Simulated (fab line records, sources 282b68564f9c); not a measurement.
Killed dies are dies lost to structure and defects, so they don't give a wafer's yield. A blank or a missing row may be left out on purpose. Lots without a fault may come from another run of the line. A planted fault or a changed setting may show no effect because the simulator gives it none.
Tool commonality check | flow rit_cmos | 13 lots, 39 wafers sampled

WHY IT WAS OPENED
At RIT_NSD_TW_MEAS_10 the reading NSD_TW is flagged on 2 of 13 lots. Wafers without a fault read 3117, standard deviation 29.
Rule: a lot is flagged when every wafer of it that has a number lies more than 4 standard deviations from that mean, or none has a number. The other lots count as sound.

lot  | measured    | on            | NSD_TW, wafer by wafer | flag
L155 | day 3 00:16 | film_metro-02 | 3104 3087 3095         |
L156 | day 3 05:40 | film_metro-03 | 3085 3100 3089         |
L157 | day 3 13:47 | film_metro-01 | 3127 3130 3131         |
L158 | day 3 18:05 | film_metro-02 | 3090 3101 3085         |
L164 | day 4 20:03 | film_metro-02 | 3094 3095 3093         |
L165 | day 5 03:55 | film_metro-02 | 2863 2880 2858         | FLAGGED
L166 | day 5 07:22 | film_metro-01 | 3145 3156 3164         |
L168 | day 5 16:22 | film_metro-02 | 2851 2854 2860         | FLAGGED
L170 | day 6 04:33 | film_metro-03 | 3109 3114 3105         |
L172 | day 6 13:06 | film_metro-02 | 3104 3108 3101         |
L174 | day 6 23:37 | film_metro-02 | 3099 3121 3112         |
L175 | day 7 05:55 | film_metro-01 | 3138 3145 3142         |
L176 | day 7 08:30 | film_metro-01 | 3153 3152 3153         |
The numbers of the flagged lots are 2861 on average: -256 against the usual, or -9 standard deviations.

WHICH TOOL RAN EACH LOT
The record holds 2 process steps before the reading, out of a route of 202 steps. In each cell: the tool, then ch and the chambers that the sampled wafers went through, then the start.
lot  | flag    | RIT_NWELL_STRIP_09                  | RIT_NSD_IMPLANT_08
L155 |         | plasma_asher-01 ch 0,1, day 1 21:07 | implanter-02 ch 0, day 2 23:59
L156 |         | plasma_asher-04 ch 0,1, day 2 01:45 | implanter-01 ch 0, day 3 05:20
L157 |         | plasma_asher-01 ch 0,1, day 2 07:05 | implanter-02 ch 0, day 3 13:29
L158 |         | plasma_asher-01 ch 0,1, day 2 13:04 | implanter-01 ch 0, day 3 17:46
L164 |         | plasma_asher-04 ch 0,1, day 3 17:49 | implanter-01 ch 0, day 4 19:46
L165 | FLAGGED | plasma_asher-02 ch 0,1, day 3 23:30 | implanter-04 ch 0, day 5 03:36
L166 |         | plasma_asher-04 ch 0,1, day 4 05:15 | implanter-02 ch 0, day 5 07:04
L168 | FLAGGED | plasma_asher-02 ch 1, day 4 13:53   | implanter-04 ch 0, day 5 15:55
L170 |         | plasma_asher-01 ch 0,1, day 5 01:58 | implanter-02 ch 0, day 6 04:14
L172 |         | plasma_asher-04 ch 0,1, day 5 10:04 | implanter-02 ch 0, day 6 12:46
L174 |         | plasma_asher-04 ch 0,1, day 5 19:58 | implanter-02 ch 0, day 6 23:17
L175 |         | plasma_asher-02 ch 0,1, day 6 01:37 | implanter-02 ch 0, day 7 05:35
L176 |         | plasma_asher-04 ch 0,1, day 6 06:29 | implanter-02 ch 0, day 7 08:13
What these steps do:
- RIT_NWELL_STRIP_09: strips in O2, time 180 s.
- RIT_NSD_IMPLANT_08
- RIT_NSD_TW_MEAS_10

FLAGGED OVER TOTAL, TOOL BY TOOL (the gauges that took the reading come last)
step               | tool            | lots run | flagged | share of the flagged lots | sound lots run after its first flagged lot
RIT_NWELL_STRIP_09 | plasma_asher-01 | 4        | 0       | none                      | -
RIT_NWELL_STRIP_09 | plasma_asher-02 | 3        | 2       | all                       | 1 (L175)
RIT_NWELL_STRIP_09 | plasma_asher-04 | 6        | 0       | none                      | -
RIT_NSD_IMPLANT_08 | implanter-01    | 3        | 0       | none                      | -
RIT_NSD_IMPLANT_08 | implanter-02    | 8        | 0       | none                      | -
RIT_NSD_IMPLANT_08 | implanter-04    | 2        | 2       | all                       | 0
RIT_NSD_TW_MEAS_10 | film_metro-01   | 4        | 0       | none                      | -
RIT_NSD_TW_MEAS_10 | film_metro-02   | 7        | 2       | all                       | 2 (L172,L174)
RIT_NSD_TW_MEAS_10 | film_metro-03   | 2        | 0       | none                      | -

WHAT THE TABLE ALLOWS
3 rows of the table ran every flagged lot: plasma_asher-02 at RIT_NWELL_STRIP_09, implanter-04 at RIT_NSD_IMPLANT_08, film_metro-02 at RIT_NSD_TW_MEAS_10.
- plasma_asher-02 at RIT_NWELL_STRIP_09: 2 of its 3 lots flagged. Sound lots ran on it after the first flagged one (L175), which a lasting fault on the whole tool wouldn't allow.
- implanter-04 at RIT_NSD_IMPLANT_08: 2 of its 2 lots flagged. It ran no sound lot before its first flagged lot in this sample, so the start can't be narrowed down. Its own readings lie more than 4 standard deviations out on every wafer of the flagged lots: dose_ions_cm2, faraday_current_uA.
- film_metro-02 at RIT_NSD_TW_MEAS_10: 2 of its 7 lots flagged. Sound lots ran on it after the first flagged one (L172, L174), which a lasting fault on the whole tool wouldn't allow.
One tool is left: implanter-04 at RIT_NSD_IMPLANT_08.

WHAT THE SIMULATOR HAD PUT IN
Process parameter drift: implanter-04, from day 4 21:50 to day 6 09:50, at RIT_NSD_IMPLANT_08. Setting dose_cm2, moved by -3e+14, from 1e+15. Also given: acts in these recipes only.
Lots struck among those shown: L165, L168. The rule above found the same.
